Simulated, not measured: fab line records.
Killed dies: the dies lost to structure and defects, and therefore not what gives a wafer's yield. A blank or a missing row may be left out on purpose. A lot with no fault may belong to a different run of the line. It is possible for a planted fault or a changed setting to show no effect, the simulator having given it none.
Which tool is to blame? :: flow berkeley-cmos170 :: 15 lots with 45 wafers sampled at 4 steps, on a route of 331 steps

WHAT EACH GAUGE READ, for each wafer
UCB170_CONTACT_CD_MEAS_90 targets a cd of 700 nm. Usual: cd-nm at 699.7 nm, with a standard deviation of 1.5.
lot: L198
measured: day 7 08:56
on: cd-sem-02
cd-nm (nm): 699.5 700.0 699.3
flag: 

lot: L200
measured: day 8 07:03
on: cd-sem-01
cd-nm (nm): 703.1 700.2 701.8
flag: 

lot: L201
measured: day 8 13:41
on: cd-sem-01
cd-nm (nm): 700.5 701.2 699.9
flag: 

lot: L203
measured: day 8 16:14
on: cd-sem-02
cd-nm (nm): 699.1 698.3 698.8
flag: 

lot: L207
measured: day 9 11:19
on: cd-sem-02
cd-nm (nm): 700.3 699.1 701.2
flag: 

lot: L206
measured: day 9 11:19
on: cd-sem-01
cd-nm (nm): 700.8 700.8 702.6
flag: 

lot: L208
measured: day 9 19:56
on: cd-sem-02
cd-nm (nm): 700.5 701.2 700.0
flag: 

lot: L212
measured: day 11 08:52
on: cd-sem-02
cd-nm (nm): 697.6 699.6 696.9
flag: 

lot: L215
measured: day 11 18:41
on: cd-sem-02
cd-nm (nm): 698.2 698.0 699.1
flag: 

lot: L216
measured: day 11 19:21
on: cd-sem-01
cd-nm (nm): 701.6 701.5 701.5
flag: 

lot: L217
measured: day 11 21:28
on: cd-sem-01
cd-nm (nm): 701.7 699.3 701.2
flag: 

lot: L218
measured: day 11 21:10
on: cd-sem-02
cd-nm (nm): 698.2 699.7 698.8
flag: 

lot: L219
measured: day 12 13:01
on: cd-sem-01
cd-nm (nm): 698.3 698.7 699.5
flag: 

lot: L220
measured: day 12 13:08
on: cd-sem-01
cd-nm (nm): 701.0 701.6 702.6
flag: 

lot: L221
measured: day 12 21:05
on: cd-sem-01
cd-nm (nm): 698.8 699.8 699.0
flag: 

UCB170_V1_OVL_MEAS_13. Usual: V1_OVL gives -2 nm (standard deviation 5.5).
lot: L198
measured: day 7 14:44
on: overlay-01
V1_OVL (nm): -2 -4 -1
flag: 

lot: L200
measured: day 8 12:50
on: overlay-02
V1_OVL (nm): 1 2 -1
flag: 

lot: L201
measured: day 8 19:24
on: overlay-02
V1_OVL (nm): 4 5 -3
flag: 

lot: L203
measured: day 8 23:19
on: overlay-01
V1_OVL (nm): -8 -7 -3
flag: 

lot: L207
measured: day 9 18:11
on: overlay-02
V1_OVL (nm): -6 -7 -7
flag: 

lot: L206
measured: day 9 18:19
on: overlay-02
V1_OVL (nm): -1 -1 3
flag: 

lot: L208
measured: day 10 02:00
on: overlay-02
V1_OVL (nm): -9 -7 -2
flag: 

lot: L212
measured: day 11 14:46
on: overlay-01
V1_OVL (nm): -7 -5 -3
flag: 

lot: L215
measured: day 12 02:07
on: overlay-01
V1_OVL (nm): -5 -8 -6
flag: 

lot: L216
measured: day 12 02:46
on: overlay-01
V1_OVL (nm): 2 -3 0
flag: 

lot: L217
measured: day 12 03:46
on: overlay-02
V1_OVL (nm): -5 -5 -6
flag: 

lot: L218
measured: day 12 03:55
on: overlay-01
V1_OVL (nm): -5 4 7
flag: 

lot: L219
measured: day 12 20:08
on: overlay-01
V1_OVL (nm): -1 1 -5
flag: 

lot: L220
measured: day 12 20:28
on: overlay-01
V1_OVL (nm): 5 6 10
flag: 

lot: L221
measured: day 13 03:47
on: overlay-02
V1_OVL (nm): -13 -13 -8
flag: 

WHICH TOOL RAN EACH LOT (tool, then ch and the chambers of the sampled wafers, then the start)
lot: L198
UCB170_SILICIDE_RTA_04: rtp-anneal-02 ch 0, day 7 04:35
UCB170_M1_ANNEAL_14: furnace-03 ch 0, day 7 11:34

lot: L200
UCB170_SILICIDE_RTA_04: rtp-anneal-01 ch 0, day 8 01:48
UCB170_M1_ANNEAL_14: furnace-03 ch 0, day 8 09:08

lot: L201
UCB170_SILICIDE_RTA_04: rtp-anneal-01 ch 0, day 8 02:51
UCB170_M1_ANNEAL_14: furnace-03 ch 0, day 8 15:58

lot: L203
UCB170_SILICIDE_RTA_04: rtp-anneal-02 ch 0, day 8 09:41
UCB170_M1_ANNEAL_14: furnace-03 ch 0, day 8 19:58

lot: L207
UCB170_SILICIDE_RTA_04: rtp-anneal-02 ch 0, day 9 04:25
UCB170_M1_ANNEAL_14: furnace-03 ch 0, day 9 14:24

lot: L206
UCB170_SILICIDE_RTA_04: rtp-anneal-01 ch 0, day 9 04:54
UCB170_M1_ANNEAL_14: furnace-03 ch 0, day 9 14:24

lot: L208
UCB170_SILICIDE_RTA_04: rtp-anneal-02 ch 0, day 9 14:26
UCB170_M1_ANNEAL_14: furnace-03 ch 0, day 9 22:23

lot: L212
UCB170_SILICIDE_RTA_04: rtp-anneal-01 ch 0, day 11 02:47
UCB170_M1_ANNEAL_14: furnace-03 ch 0, day 11 11:18

lot: L215
UCB170_SILICIDE_RTA_04: rtp-anneal-02 ch 0, day 11 14:11
UCB170_M1_ANNEAL_14: furnace-03, day 11 21:56

lot: L216
UCB170_SILICIDE_RTA_04: rtp-anneal-01 ch 0, day 11 14:22
UCB170_M1_ANNEAL_14: furnace-03, day 11 23:16

lot: L217
UCB170_SILICIDE_RTA_04: rtp-anneal-02 ch 0, day 11 14:35
UCB170_M1_ANNEAL_14: furnace-03, day 12 00:36

lot: L218
UCB170_SILICIDE_RTA_04: rtp-anneal-01 ch 0, day 11 14:45
UCB170_M1_ANNEAL_14: furnace-03 ch 0, day 12 00:36

lot: L219
UCB170_SILICIDE_RTA_04: rtp-anneal-02 ch 0, day 12 08:37
UCB170_M1_ANNEAL_14: furnace-03 ch 0, day 12 14:58

lot: L220
UCB170_SILICIDE_RTA_04: rtp-anneal-01 ch 0, day 12 08:49
UCB170_M1_ANNEAL_14: furnace-03 ch 0, day 12 16:17

lot: L221
UCB170_SILICIDE_RTA_04: rtp-anneal-01 ch 0, day 12 14:43
UCB170_M1_ANNEAL_14: furnace-03 ch 0, day 12 23:14
- UCB170_SILICIDE_RTA_04: time 15 s.
- UCB170_M1_ANNEAL_14: time 1200 s.

AS READ BY THE TOOLS THEMSELVES (means over the sampled wafers that have a number; for cases with no such wafer, the mark the record gives instead)
UCB170_SILICIDE_RTA_04. Usual: anneal-temp-c-max 652.8, standard deviation 0.99; chamber-o2-ppm 2.000, standard deviation 0.021; lamp-power-pct 10.7 %, standard deviation 0.37; wafer_temp_C_max 652.5, standard deviation 0.61.
lot: L198
tool: rtp-anneal-02
anneal-temp-c-max: 651.8
chamber-o2-ppm: 2.011
lamp-power-pct (%): 11.0
wafer_temp_C_max: 652.2
flag: 

lot: L200
tool: rtp-anneal-01
anneal-temp-c-max: 653.9
chamber-o2-ppm: 1.981
lamp-power-pct (%): 10.3
wafer_temp_C_max: 651.9
flag: 

lot: L201
tool: rtp-anneal-01
anneal-temp-c-max: 653.9
chamber-o2-ppm: 2.021
lamp-power-pct (%): 10.3
wafer_temp_C_max: 652.4
flag: 

lot: L203
tool: rtp-anneal-02
anneal-temp-c-max: 652.5
chamber-o2-ppm: 1.990
lamp-power-pct (%): 11.0
wafer_temp_C_max: 652.0
flag: 

lot: L207
tool: rtp-anneal-02
anneal-temp-c-max: 652.3
chamber-o2-ppm: 2.023
lamp-power-pct (%): 11.0
wafer_temp_C_max: 652.6
flag: 

lot: L206
tool: rtp-anneal-01
anneal-temp-c-max: 652.8
chamber-o2-ppm: 2.004
lamp-power-pct (%): 10.3
wafer_temp_C_max: 652.9
flag: 

lot: L208
tool: rtp-anneal-02
anneal-temp-c-max: 651.3
chamber-o2-ppm: 2.003
lamp-power-pct (%): 11.0
wafer_temp_C_max: 652.6
flag: 

lot: L212
tool: rtp-anneal-01
anneal-temp-c-max: 653.2
chamber-o2-ppm: 2.022
lamp-power-pct (%): 10.3
wafer_temp_C_max: 652.8
flag: 

lot: L215
tool: rtp-anneal-02
anneal-temp-c-max: 652.2
chamber-o2-ppm: 1.988
lamp-power-pct (%): 11.0
wafer_temp_C_max: 652.0
flag: 

lot: L216
tool: rtp-anneal-01
anneal-temp-c-max: 653.7
chamber-o2-ppm: 2.010
lamp-power-pct (%): 10.3
wafer_temp_C_max: 651.9
flag: 

lot: L217
tool: rtp-anneal-02
anneal-temp-c-max: 652.1
chamber-o2-ppm: 1.987
lamp-power-pct (%): 11.0
wafer_temp_C_max: 653.2
flag: 

lot: L218
tool: rtp-anneal-01
anneal-temp-c-max: 654.2
chamber-o2-ppm: 1.999
lamp-power-pct (%): 10.3
wafer_temp_C_max: 652.5
flag: 

lot: L219
tool: rtp-anneal-02
anneal-temp-c-max: 652.2
chamber-o2-ppm: 2.004
lamp-power-pct (%): 11.0
wafer_temp_C_max: 652.0
flag: 

lot: L220
tool: rtp-anneal-01
anneal-temp-c-max: 653.0
chamber-o2-ppm: 2.016
lamp-power-pct (%): 10.3
wafer_temp_C_max: 652.3
flag: 

lot: L221
tool: rtp-anneal-01
anneal-temp-c-max: 653.4
chamber-o2-ppm: 2.006
lamp-power-pct (%): 10.3
wafer_temp_C_max: 652.5
flag: 

UCB170_M1_ANNEAL_14. Usual: spike-tc-centre-C 401.3 C, standard deviation 1; spike-tc-load-C 420.5 C, standard deviation 0.9.
lot: L198
tool: furnace-03
spike-tc-centre-C (C): 401.0
spike-tc-load-C (C): 421.0
flag: 

lot: L200
tool: furnace-03
spike-tc-centre-C (C): 400.0
spike-tc-load-C (C): 419.7
flag: 

lot: L201
tool: furnace-03
spike-tc-centre-C (C): 400.4
spike-tc-load-C (C): 420.3
flag: 

lot: L203
tool: furnace-03
spike-tc-centre-C (C): 401.3
spike-tc-load-C (C): 419.9
flag: 

lot: L207
tool: furnace-03
spike-tc-centre-C (C): 401.8
spike-tc-load-C (C): 419.8
flag: 

lot: L206
tool: furnace-03
spike-tc-centre-C (C): 400.9
spike-tc-load-C (C): 420.1
flag: 

lot: L208
tool: furnace-03
spike-tc-centre-C (C): 401.1
spike-tc-load-C (C): 419.8
flag: 

lot: L212
tool: furnace-03
spike-tc-centre-C (C): 400.8
spike-tc-load-C (C): 420.9
flag: 

lot: L215
tool: furnace-03
spike-tc-centre-C (C): -
spike-tc-load-C (C): -
flag: OFF

lot: L216
tool: furnace-03
spike-tc-centre-C (C): -
spike-tc-load-C (C): -
flag: OFF

lot: L217
tool: furnace-03
spike-tc-centre-C (C): -
spike-tc-load-C (C): -
flag: OFF

lot: L218
tool: furnace-03
spike-tc-centre-C (C): 401.7
spike-tc-load-C (C): 420.4
flag: 

lot: L219
tool: furnace-03
spike-tc-centre-C (C): 401.0
spike-tc-load-C (C): 420.1
flag: 

lot: L220
tool: furnace-03
spike-tc-centre-C (C): 401.7
spike-tc-load-C (C): 421.0
flag: 

lot: L221
tool: furnace-03
spike-tc-centre-C (C): 401.3
spike-tc-load-C (C): 420.1
flag: 

THE ANSWER, worked out from the rows above alone
Rule: a lot is off if the mean of its wafers that have a number lies more than 3 standard deviations from the usual mean. A lot without any number at a reading at which 4 lots or more have one is off too. Any other lot the step has rows for is counted as sound. First the gauges in route order, then the tools' own readings, where a lot's mean is used as printed above. The first step at which some lot is off is used, and at that step the reading that is off furthest; a lot without a number counts as furthest.
Off at UCB170_M1_ANNEAL_14 (spike-tc-centre-C): L215, L216, L217. Without a number there: L215, L216, L217.
A tool fits if, at that step or a process step before it, it ran every lot that is off, and no sound lot after the first of them. None of those tried fits.

WHAT WAS PUT IN BY THE SIMULATOR
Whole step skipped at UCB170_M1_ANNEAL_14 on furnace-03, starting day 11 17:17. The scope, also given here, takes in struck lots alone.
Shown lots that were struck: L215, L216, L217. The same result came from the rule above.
